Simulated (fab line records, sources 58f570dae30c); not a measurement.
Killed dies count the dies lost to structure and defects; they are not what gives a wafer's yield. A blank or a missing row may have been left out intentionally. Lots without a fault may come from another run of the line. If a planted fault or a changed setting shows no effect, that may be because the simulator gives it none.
Which tool was responsible? ; flow berkeleyCmos170 ; 24 lots with 72 wafers sampled at 6 steps, on a route of 331 steps

## WHAT THE GAUGES SHOWED, per wafer
UCB170_GATE_CD_MEAS_12: target cd 350 nm. Usual: cdNm reads 349.8 nm (standard deviation 1.5).
lot;measured;on;cdNm (nm);flag
L074;day 6 06:50;cdSem-01;348.7 348.5 349.6;
L075;day 6 15:52;cdSem-01;348.4 346.3 349.0;
L076;day 6 15:35;cdSem-01;352.2 351.4 351.4;
L077;day 7 05:51;cdSem-02;350.2 350.7 349.9;
L078;day 7 05:37;cdSem-01;350.0 350.2 351.2;
L080;day 7 08:11;cdSem-02;349.2 349.7 347.9;
L079;day 7 08:33;cdSem-01;349.3 350.4 350.6;
L081;day 7 08:19;cdSem-01;348.2 349.5 349.0;
L082;day 7 18:53;cdSem-01;351.4 351.2 351.8;
L083;day 8 12:26;cdSem-01;348.2 349.0 348.7;
L084;day 8 11:45;cdSem-01;351.9 352.4 353.3;
L085;day 8 11:50;cdSem-01;351.4 350.3 351.5;
L086;day 8 11:24;cdSem-01;348.5 348.6 348.4;
L087;day 8 19:22;cdSem-01;347.2 349.5 347.8;
L088;day 9 01:48;cdSem-01;348.7 350.3 349.1;
L089;day 9 01:34;cdSem-01;351.3 351.6 350.2;
L090;day 9 20:37;cdSem-01;349.5 348.6 349.5;
L091;day 9 13:40;cdSem-02;347.9 349.7 348.3;
L092;day 9 19:43;cdSem-01;352.1 351.3 352.2;
L093;day 9 20:14;cdSem-01;347.3 347.0 347.6;
L094;day 9 19:52;cdSem-01;352.7 351.4 350.8;
L095;day 10 03:36;cdSem-01;350.5 350.5 350.8;
L096;day 10 03:50;cdSem-01;348.0 347.4 348.5;
L097;day 10 22:36;cdSem-01;348.8 349.8 349.9;

UCB170_PLDD_CD_MEAS_06: target cd 1200 nm. Usual: cdNm reads 1200.2 nm (standard deviation 1.4).
lot;measured;on;cdNm (nm);flag
L074;day 6 09:01;cdSem-02;1201.7 1203.2 1201.5;
L075;day 6 19:23;cdSem-02;1201.6 1200.3 1201.7;
L076;day 6 18:56;cdSem-01;1197.6 1199.0 1197.3;
L077;day 7 08:27;cdSem-01;1200.2 1200.0 1199.8;
L078;day 7 07:54;cdSem-02;1200.6 1199.4 1199.6;
L080;day 7 09:48;cdSem-01;1202.3 1201.8 1201.4;
L079;day 7 10:18;cdSem-02;1199.8 1198.4 1197.9;
L081;day 7 10:02;cdSem-02;1199.5 1200.6 1199.6;
L082;day 7 21:53;cdSem-01;1200.4 1199.8 1199.1;
L083;day 8 14:35;cdSem-01;1199.6 1199.7 1199.4;
L084;day 8 14:08;cdSem-01;1202.1 1202.3 1201.7;
L085;day 8 14:28;cdSem-01;1201.2 1201.3 1201.8;
L086;day 8 13:22;cdSem-01;1199.0 1200.1 1199.8;
L087;day 8 21:45;cdSem-01;1198.4 1199.2 1198.0;
L088;day 9 07:41;cdSem-01;1201.1 1200.8 1201.0;
L089;day 9 06:29;cdSem-01;1201.0 1200.6 1199.9;
L090;day 9 22:50;cdSem-01;1198.7 1199.3 1199.3;
L091;day 9 15:08;cdSem-01;1202.0 1201.5 1200.8;
L092;day 9 22:11;cdSem-01;1199.2 1197.3 1198.2;
L093;day 9 22:38;cdSem-01;1199.9 1199.5 1199.2;
L094;day 9 22:31;cdSem-01;1199.4 1199.6 1199.1;
L095;day 10 06:08;cdSem-01;1202.5 1201.6 1201.7;
L096;day 10 07:49;cdSem-01;1200.5 1199.7 1201.4;
L097;day 11 00:05;cdSem-01;1202.8 1200.8 1202.6;

UCB170_CONTACT_CD_MEAS_15: target cd 700 nm. Usual: cdNm reads 699.8 nm (standard deviation 1.3).
lot;measured;on;cdNm (nm);flag
L074;day 7 03:40;cdSem-01;698.5 699.2 698.9;
L075;day 7 14:26;cdSem-01;700.8 699.3 699.3;
L076;day 7 13:23;cdSem-02;700.7 698.5 699.2;
L077;day 8 07:46;cdSem-01;700.3 698.4 701.6;
L078;day 8 07:47;cdSem-02;701.9 700.4 702.5;
L080;day 8 07:55;cdSem-01;701.1 700.7 702.0;
L079;day 8 07:32;cdSem-02;699.4 701.4 699.9;
L081;day 8 08:08;cdSem-01;698.3 698.9 699.3;
L082;day 8 20:34;cdSem-01;699.4 700.3 699.8;
L083;day 9 11:11;cdSem-01;701.6 699.7 700.7;
L084;day 9 11:06;cdSem-01;699.7 700.3 700.4;
L085;day 9 10:56;cdSem-01;700.9 701.9 700.8;
L086;day 9 08:32;cdSem-01;702.0 700.3 700.4;
L087;day 9 17:17;cdSem-01;698.8 698.6 699.5;
L088;day 10 00:11;cdSem-01;699.3 698.7 699.0;
L089;day 10 01:49;cdSem-01;697.6 698.0 699.0;
L090;day 10 19:08;cdSem-01;698.8 698.7 699.2;
L091;day 10 10:29;cdSem-01;698.7 698.6 699.2;
L092;day 10 18:37;cdSem-01;699.7 698.8 698.8;
L093;day 10 18:49;cdSem-01;699.9 699.2 699.7;
L094;day 10 16:23;cdSem-01;697.5 698.1 697.2;
L095;day 11 04:11;cdSem-01;700.5 701.2 701.0;
L096;day 11 04:32;cdSem-01;698.3 698.8 697.7;
L097;day 11 18:59;cdSem-01;700.7 701.1 700.5;

UCB170_V2_CD_MEAS_90: target cd 700 nm. Usual: cdNm reads 699.9 nm (standard deviation 1.5).
lot;measured;on;cdNm (nm);flag
L074;day 7 19:13;cdSem-02;702.4 700.9 701.0;
L075;day 8 07:14;cdSem-01;701.5 699.5 699.0;
L076;day 8 07:01;cdSem-02;699.8 702.3 701.7;
L077;day 8 21:16;cdSem-01;699.6 699.6 698.8;
L078;day 9 01:28;cdSem-01;701.6 701.0 701.6;
L080;day 9 01:58;cdSem-01;699.1 699.3 698.2;
L079;day 8 20:40;cdSem-01;698.9 698.5 699.4;
L081;day 9 02:05;cdSem-01;697.5 698.3 697.1;
L082;day 9 13:07;cdSem-02;699.6 699.2 699.6;
L083;day 10 05:38;cdSem-01;700.4 700.4 699.0;
L084;day 10 05:05;cdSem-01;700.2 699.5 699.3;
L085;day 10 04:26;cdSem-01;698.3 701.4 698.5;
L086;day 10 04:05;cdSem-01;703.1 702.6 701.2;
L087;day 10 09:56;cdSem-01;699.0 698.8 699.1;
L088;day 10 16:44;cdSem-01;699.7 699.6 699.0;
L089;day 10 17:17;cdSem-01;698.7 698.5 696.5;
L090;day 11 12:31;cdSem-01;700.9 700.2 702.9;
L091;day 11 10:38;cdSem-01;702.4 703.3 701.9;
L092;day 11 11:59;cdSem-01;701.1 699.1 700.1;
L093;day 11 11:38;cdSem-01;700.0 696.0 699.3;
L094;day 11 10:43;cdSem-01;700.6 700.3 700.3;
L095;day 11 19:43;cdSem-01;698.6 698.8 699.7;
L096;day 11 20:16;cdSem-01;698.8 699.2 701.1;
L097;day 12 09:47;cdSem-01;699.9 699.3 697.6;

## TOOL THAT RAN EACH LOT (tool first, then ch and the chambers of the sampled wafers, then the start)
lot;UCB170_ZERO_ETCH_06;UCB170_NLDD_STRIP_10
L074;rieDiel-04 ch 1,2,3, day 1 23:50;plasmaAsher-04 ch 0,1, day 6 12:26
L075;rieDiel-04 ch 0,1,3, day 2 02:33;plasmaAsher-02 ch 0,1, day 6 22:17
L076;rieDiel-02 ch 1,2,3, day 2 02:47;plasmaAsher-02 ch 0,1, day 6 21:57
L077;rieDiel-02 ch 0,1,3, day 2 12:36;plasmaAsher-02 ch 0,1, day 7 10:38
L078;rieDiel-04 ch 0,1,3, day 2 19:41;plasmaAsher-04 ch 0,1, day 7 10:05
L080;rieDiel-02 ch 0,1,2, day 2 23:24;plasmaAsher-01 ch 0,1, day 7 12:14
L079;rieDiel-04 ch 0,2, day 2 23:31;plasmaAsher-02 ch 0,1, day 7 12:42
L081;rieDiel-04 ch 0,2,3, day 3 06:22;plasmaAsher-04 ch 0,1, day 7 12:27
L082;rieDiel-02 ch 0,2, day 3 10:09;plasmaAsher-01 ch 0,1, day 8 02:07
L083;rieDiel-04 ch 0,3, day 3 16:44;plasmaAsher-04 ch 0,1, day 8 17:04
L084;rieDiel-03 ch 0,3, day 3 23:05;plasmaAsher-02 ch 0,1, day 8 16:20
L085;rieDiel-04 ch 1,2, day 4 06:35;plasmaAsher-01 ch 0,1, day 8 16:40
L086;rieDiel-02 ch 0,1, day 4 07:00;plasmaAsher-01 ch 0,1, day 8 15:43
L087;rieDiel-03 ch 0,2,3, day 4 10:13;plasmaAsher-04 ch 0,1, day 9 00:35
L088;rieDiel-02 ch 1,2,3, day 4 23:25;plasmaAsher-02 ch 0,1, day 9 10:55
L089;rieDiel-03 ch 0,1,3, day 4 23:30;plasmaAsher-02 ch 0,1, day 9 09:06
L090;rieDiel-02 ch 0,2,3, day 5 09:29;plasmaAsher-04 ch 0,1, day 10 02:32
L091;rieDiel-02 ch 0,1, day 5 09:45;plasmaAsher-04 ch 0,1, day 9 17:13
L092;rieDiel-04 ch 0,2,3, day 5 13:08;plasmaAsher-01 ch 0,1, day 10 01:45
L093;rieDiel-04 ch 0,1,3, day 5 15:41;plasmaAsher-02 ch 0,1, day 10 02:54
L094;rieDiel-03 ch 0,2, day 5 23:50;plasmaAsher-02 ch 0,1, day 10 01:50
L095;rieDiel-04 ch 0,1,3, day 6 05:11;plasmaAsher-04 ch 0,1, day 10 08:53
L096;rieDiel-04 ch 1,2, day 6 08:16;plasmaAsher-01 ch 0,1, day 10 11:10
L097;rieDiel-03 ch 0,2, day 6 13:24;plasmaAsher-02 ch 0,1, day 11 02:11
- UCB170_ZERO_ETCH_06: etches SiO2 in CHF3/CF4/Ar, time 12 s.
- UCB170_NLDD_STRIP_10: strips in O2.

## AS READ BY THE TOOLS THEMSELVES (means over the sampled wafers that have a number; for cases with no such wafer, the mark the record gives instead)
UCB170_ZERO_ETCH_06. Usual: chamberPressureMTorr 100.00 mTorr, standard deviation 0.086; drypumpMotorCurrentA 5.80 A, standard deviation 0.29; oesProductAu 0.618 a.u., standard deviation 0.01; rfFwdPowerW 490.2 W, standard deviation 2.7; throttleValvePct 9.31 %, standard deviation 0.095.
lot;tool;chamberPressureMTorr (mTorr);drypumpMotorCurrentA (A);oesProductAu (a.u.);rfFwdPowerW (W);throttleValvePct (%);flag
L074;rieDiel-04;100.06;5.97;0.621;489.7;9.37;
L075;rieDiel-04;100.01;5.79;0.621;489.8;9.40;
L076;rieDiel-02;100.02;5.79;0.624;489.9;9.20;
L077;rieDiel-02;99.96;5.79;0.616;491.5;9.28;
L078;rieDiel-04;99.95;5.79;0.622;490.6;9.39;
L080;rieDiel-02;99.95;5.93;0.611;492.0;9.29;
L079;rieDiel-04;99.93;5.84;0.618;489.4;9.34;
L081;rieDiel-04;99.94;5.88;0.623;489.6;9.35;
L082;rieDiel-02;99.98;6.14;0.616;490.9;9.35;
L083;rieDiel-04;99.97;5.83;0.631;490.3;9.39;
L084;rieDiel-03;100.03;5.20;0.616;490.5;9.24;
L085;rieDiel-04;99.91;6.08;0.612;490.3;9.33;
L086;rieDiel-02;100.01;5.95;0.611;491.8;9.38;
L087;rieDiel-03;99.98;5.47;0.623;491.9;9.30;
L088;rieDiel-02;99.96;5.79;0.620;490.3;9.19;
L089;rieDiel-03;100.02;5.41;0.609;490.5;9.27;
L090;rieDiel-02;100.04;5.94;0.624;489.9;9.26;
L091;rieDiel-02;100.00;5.79;0.606;492.7;9.33;
L092;rieDiel-04;100.00;5.90;0.623;488.9;9.36;
L093;rieDiel-04;99.95;5.80;0.620;488.8;9.39;
L094;rieDiel-03;100.06;5.31;0.622;491.0;9.25;
L095;rieDiel-04;100.08;5.80;0.621;490.6;9.39;
L096;rieDiel-04;100.02;5.95;0.614;490.3;9.38;
L097;rieDiel-03;100.06;5.29;0.623;490.6;9.25;

UCB170_NLDD_STRIP_10. Usual: chamberPressureMTorr 3500 mTorr, standard deviation 3.1; drypumpMotorCurrentA 5.8 A, standard deviation 0.64; oesProductAu 0.735 a.u., standard deviation 0.0045; stripTimeToEndpointS 21.64 s, standard deviation 0.067.
lot;tool;chamberPressureMTorr (mTorr);drypumpMotorCurrentA (A);oesProductAu (a.u.);stripTimeToEndpointS (s);flag
L074;plasmaAsher-04;3503;6.0;0.734;21.57;
L075;plasmaAsher-02;3499;6.2;0.736;21.67;
L076;plasmaAsher-02;3496;6.1;0.731;21.62;
L077;plasmaAsher-02;3499;6.1;0.731;21.62;
L078;plasmaAsher-04;3498;6.0;0.738;21.65;
L080;plasmaAsher-01;3498;4.8;0.733;21.58;
L079;plasmaAsher-02;3501;5.8;0.735;21.51;
L081;plasmaAsher-04;3498;6.1;0.736;21.61;
L082;plasmaAsher-01;3497;4.9;0.734;21.62;
L083;plasmaAsher-04;3502;6.0;0.737;21.66;
L084;plasmaAsher-02;3495;6.2;0.736;21.52;
L085;plasmaAsher-01;3503;4.9;0.733;21.68;
L086;plasmaAsher-01;3500;4.9;0.724;21.58;
L087;plasmaAsher-04;3501;6.0;0.737;21.58;
L088;plasmaAsher-02;3497;6.2;0.734;21.77;
L089;plasmaAsher-02;3498;6.1;0.734;21.74;
L090;plasmaAsher-04;3501;6.3;0.737;21.71;
L091;plasmaAsher-04;3503;6.0;0.733;21.60;
L092;plasmaAsher-01;3502;4.9;0.732;21.66;
L093;plasmaAsher-02;3502;5.8;0.735;21.65;
L094;plasmaAsher-02;3499;5.8;0.733;21.66;
L095;plasmaAsher-04;3498;6.1;0.736;21.69;
L096;plasmaAsher-01;3500;4.9;0.734;21.66;
L097;plasmaAsher-02;3502;6.1;0.735;21.70;

## THE ANSWER, worked out from the rows above alone
Rule: a lot counts as off when the mean over its wafers that have a number is more than 3 standard deviations away from the usual mean. A lot without any number at a reading at which 4 lots or more have one is off too. All remaining lots with rows at the step are treated as sound. First the gauges in route order, then the tools' own readings, where a lot's mean is used as printed above. The first step at which some lot is off is used, and at that step the reading that is off furthest; a lot without a number counts as furthest.
Nothing can be told from this: no lot is off at any reading shown.

## WHAT HAD BEEN PUT IN BY THE SIMULATOR
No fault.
